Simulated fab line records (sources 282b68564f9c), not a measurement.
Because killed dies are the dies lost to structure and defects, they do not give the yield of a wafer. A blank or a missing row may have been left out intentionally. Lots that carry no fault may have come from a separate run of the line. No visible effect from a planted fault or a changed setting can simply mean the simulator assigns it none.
Which tool did it? + flow rit_cmos + 13 lots, 39 wafers sampled, at 3 steps of a route of 202

WHAT THE GAUGES READ, wafer by wafer
RIT_GATE_THK_MEAS_09. Usual: GATE_POLY_THK typically reads 249.9 nm, with standard deviation 2.7.
| lot  | measured    | on            | GATE_POLY_THK (nm) | flag |
|------|-------------|---------------|--------------------|------|
| L596 | day 2 12:01 | film_metro-01 | 249.9 250.4 251.0  |      |
| L597 | day 2 21:05 | film_metro-03 | 248.2 247.5 247.6  |      |
| L598 | day 3 02:26 | film_metro-01 | 253.6 253.2 252.6  |      |
| L599 | day 3 02:58 | film_metro-03 | 251.2 249.0 250.0  |      |
| L600 | day 3 14:55 | film_metro-01 | 252.2 252.0 252.7  |      |
| L602 | day 3 16:48 | film_metro-01 | 253.1 252.8 251.1  |      |
| L606 | day 4 14:52 | film_metro-02 | 248.8 250.3 250.4  |      |
| L608 | day 5 01:46 | film_metro-01 | 250.2 251.8 251.5  |      |
| L611 | day 5 17:54 | film_metro-01 | 247.5 248.5 245.3  |      |
| L613 | day 6 01:31 | film_metro-02 | 254.3 253.6 252.5  |      |
| L615 | day 6 13:43 | film_metro-03 | 252.8 251.1 252.3  |      |
| L617 | day 6 21:43 | film_metro-02 | 246.8 246.5 247.7  |      |
| L619 | day 7 07:54 | film_metro-01 | 242.4 244.5 242.2  |      |

TOOL THAT RAN EACH LOT (tool first, then ch and the chambers of the sampled wafers, then the start)
| lot  | RIT_NWELL_STRIP_09                  | RIT_PWELL_STRIP_09                  |
|------|-------------------------------------|-------------------------------------|
| L596 | plasma_asher-01 ch 0, day 1 21:40   | plasma_asher-03 ch 0,1, day 1 23:19 |
| L597 | plasma_asher-04 ch 0,1, day 2 06:04 | plasma_asher-03 ch 0,1, day 2 07:44 |
| L598 | plasma_asher-01 ch 0,1, day 2 07:19 | plasma_asher-04 ch 0,1, day 2 09:00 |
| L599 | plasma_asher-01 ch 0,1, day 2 11:56 | plasma_asher-04 ch 0,1, day 2 13:47 |
| L600 | plasma_asher-04 ch 0,1, day 2 20:03 | plasma_asher-03 ch 0,1, day 2 21:53 |
| L602 | plasma_asher-04 ch 0,1, day 3 02:45 | plasma_asher-03 ch 0,1, day 3 04:36 |
| L606 | plasma_asher-02 ch 0,1, day 4 00:07 | plasma_asher-04 ch 0,1, day 4 01:48 |
| L608 | plasma_asher-04 ch 0,1, day 4 09:01 | plasma_asher-03 ch 0,1, day 4 10:34 |
| L611 | plasma_asher-01 ch 0,1, day 5 02:20 | plasma_asher-03 ch 0,1, day 5 04:01 |
| L613 | plasma_asher-02 ch 0,1, day 5 11:38 | plasma_asher-03 ch 0,1, day 5 13:11 |
| L615 | plasma_asher-01 ch 0,1, day 5 20:09 | plasma_asher-03 ch 0,1, day 5 21:50 |
| L617 | plasma_asher-04 ch 0,1, day 6 07:20 | plasma_asher-04 ch 0,1, day 6 08:53 |
| L619 | plasma_asher-04 ch 0,1, day 6 18:07 | plasma_asher-01 ch 0,1, day 6 19:40 |
- RIT_NWELL_STRIP_09: strips in O2, time 180 s.
- RIT_PWELL_STRIP_09: strips in O2, time 180 s.

AS READ BY THE TOOLS THEMSELVES (means over the sampled wafers that have a number; for cases with no such wafer, the mark the record gives instead)
RIT_NWELL_STRIP_09. Usual: 5.7 A for drypump_motor_current_A, sd 0.61.
| lot  | tool            | drypump_motor_current_A (A) | flag |
|------|-----------------|-----------------------------|------|
| L596 | plasma_asher-01 | 6.5                         |      |
| L597 | plasma_asher-04 | 5.8                         |      |
| L598 | plasma_asher-01 | 6.0                         |      |
| L599 | plasma_asher-01 | 6.0                         |      |
| L600 | plasma_asher-04 | 5.5                         |      |
| L602 | plasma_asher-04 | 5.5                         |      |
| L606 | plasma_asher-02 | 5.3                         |      |
| L608 | plasma_asher-04 | 5.5                         |      |
| L611 | plasma_asher-01 | 6.0                         |      |
| L613 | plasma_asher-02 | 5.8                         |      |
| L615 | plasma_asher-01 | 6.1                         |      |
| L617 | plasma_asher-04 | 5.8                         |      |
| L619 | plasma_asher-04 | 5.5                         |      |

RIT_PWELL_STRIP_09. Usual: 5.6 A for drypump_motor_current_A, sd 0.38.
| lot  | tool            | drypump_motor_current_A (A) | flag |
|------|-----------------|-----------------------------|------|
| L596 | plasma_asher-03 | 5.5                         |      |
| L597 | plasma_asher-03 | 5.5                         |      |
| L598 | plasma_asher-04 | 5.5                         |      |
| L599 | plasma_asher-04 | 5.8                         |      |
| L600 | plasma_asher-03 | 5.5                         |      |
| L602 | plasma_asher-03 | 5.5                         |      |
| L606 | plasma_asher-04 | 5.6                         |      |
| L608 | plasma_asher-03 | 5.5                         |      |
| L611 | plasma_asher-03 | 5.5                         |      |
| L613 | plasma_asher-03 | 5.5                         |      |
| L615 | plasma_asher-03 | 5.5                         |      |
| L617 | plasma_asher-04 | 5.8                         |      |
| L619 | plasma_asher-01 | 5.5                         |      |

THE ANSWER, worked out from the rows above alone
Rule: a lot counts as off when the mean over its wafers that have a number is more than 3 standard deviations away from the usual mean. A lot without any number at a reading at which 4 lots or more have one is off too. All remaining lots with rows at the step are treated as sound. After the gauges, taken in route order, come the tools' own readings; for these a lot's mean is taken, as printed above. The first step at which some lot is off is used, and at that step the reading that is off furthest; a lot without a number counts as furthest.
No lot is off at any reading shown: from this, nothing can be told.

WHAT WAS PUT IN BY THE SIMULATOR
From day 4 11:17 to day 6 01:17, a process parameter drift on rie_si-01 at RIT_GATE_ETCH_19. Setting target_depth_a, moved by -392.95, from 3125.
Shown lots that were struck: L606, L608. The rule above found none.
